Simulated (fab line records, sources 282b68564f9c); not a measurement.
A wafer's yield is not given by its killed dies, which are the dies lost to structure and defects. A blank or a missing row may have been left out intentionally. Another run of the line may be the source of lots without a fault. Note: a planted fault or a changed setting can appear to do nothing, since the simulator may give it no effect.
A lot that was struck, set against a sound lot :: flow ritCmos :: 15 steps out of a route of 202
Sound: the wafers L654.1, L654.2, L654.3. Wafers struck: L661.1, L661.3, L661.6. The cause is named last.
Per side, at each step with rows, come the tool, then ch with its chambers, and then its first start. Under that, the readings that differ: sound wafers :: struck wafers :: difference of the means :: sigmas: that difference in standard deviations of wafers without a fault.
alike: words and numbers the same on both sides, and readings whose means are apart by under 2 such deviations; not compared: readings that were withheld, readings missing a value for some wafer, numbers with overlapping values and no deviation given by the record, and bounds like >300 which may hide the same value.
A row with sigmas, a row that says differs or no value, or rows on one side alone: a step with any of these is where the two part. Non-overlapping numbers with no deviation appear without sigmas and do not part them. A reading missing from all wafers of one side parts the sides only when that side holds two or more wafers.

first, 2 steps without rows for these wafers: RIT_ACTIVE_CLEAN_17 (cleans in SC2, time 600 s); RIT_FOX1_OXIDATION_00 (target thk 350.7 nm, ox time 1130 s).
RIT_FOX1_THK_MEAS_01:
  sound: filmMetro-02 at day 2 08:29; struck: filmMetro-01 at day 4 06:34
  alike: FOX1_OXIDE_THK
then, 2 steps without rows for these wafers: RIT_FOX1_WET_ETCH_02 (etches SiO2 in BOE, target depth 350 nm, time 390 s); RIT_FOX2_OXIDATION_00 (target thk 350.7 nm, ox time 1130 s).
RIT_FOX2_THK_MEAS_01:
  sound: filmMetro-03 at day 2 11:44; struck: filmMetro-04 at day 4 08:06
  alike: FOX2_OXIDE_THK
then, 2 steps without rows for these wafers: RIT_FOX2_CLEAN_02 (cleans in dHF, time 180 s); RIT_FOX2_WET_ETCH_03 (etches Si3N4 in H3PO4, target depth 195 nm, time 2700 s).
RIT_FOX2_THK_MEAS_90:
  sound: filmMetro-02 at day 2 12:41; struck: filmMetro-03 at day 4 08:59
  alike: FIELD_OXIDE_LEFT_1_THK
then, 3 steps without rows for these wafers: RIT_NWELL_HMDS_00 (prime time 60 s); RIT_NWELL_COAT_01 (resist thk 1300 nm); RIT_NWELL_SOFTBAKE_02 (time 60 s).
RIT_NWELL_EXPOSE_03: exposes mask M2, target cd 43900 nm.
  sound on ilineStepper-01 ch 0, day 2 13:19; struck on ilineStepper-01 ch 0, day 4 09:44
reading: mask
sound: M2#0 M2#0 M2#0
struck: M2_R1#0 M2_R1#0 M2_R1#0
difference: differs
sigmas: 
following that, these wafers have no rows for 1 step: RIT_NWELL_PEB_04.
-- the record jumps here: 2 days lie between the struck wafers' starts before and after (it left off in module NWELL and takes up again in module M1, whose first step shown is number 202 of the route) --
RIT_M1_PROBE_99:
  sound: prober-01 at day 4 22:28; struck: prober-01 at day 6 14:22
reading: killed_at_M0_to_M3
sound: 1 0 0
struck: 0 0 0
difference: +0
sigmas: -4
  alike: killedAtFrontEnd, killedDies, killedOpen, killedShort

== WHERE THEY PART ==
At RIT_NWELL_EXPOSE_03 first; at RIT_M1_PROBE_99 last (within this record only).

WHY: what the simulator had put in
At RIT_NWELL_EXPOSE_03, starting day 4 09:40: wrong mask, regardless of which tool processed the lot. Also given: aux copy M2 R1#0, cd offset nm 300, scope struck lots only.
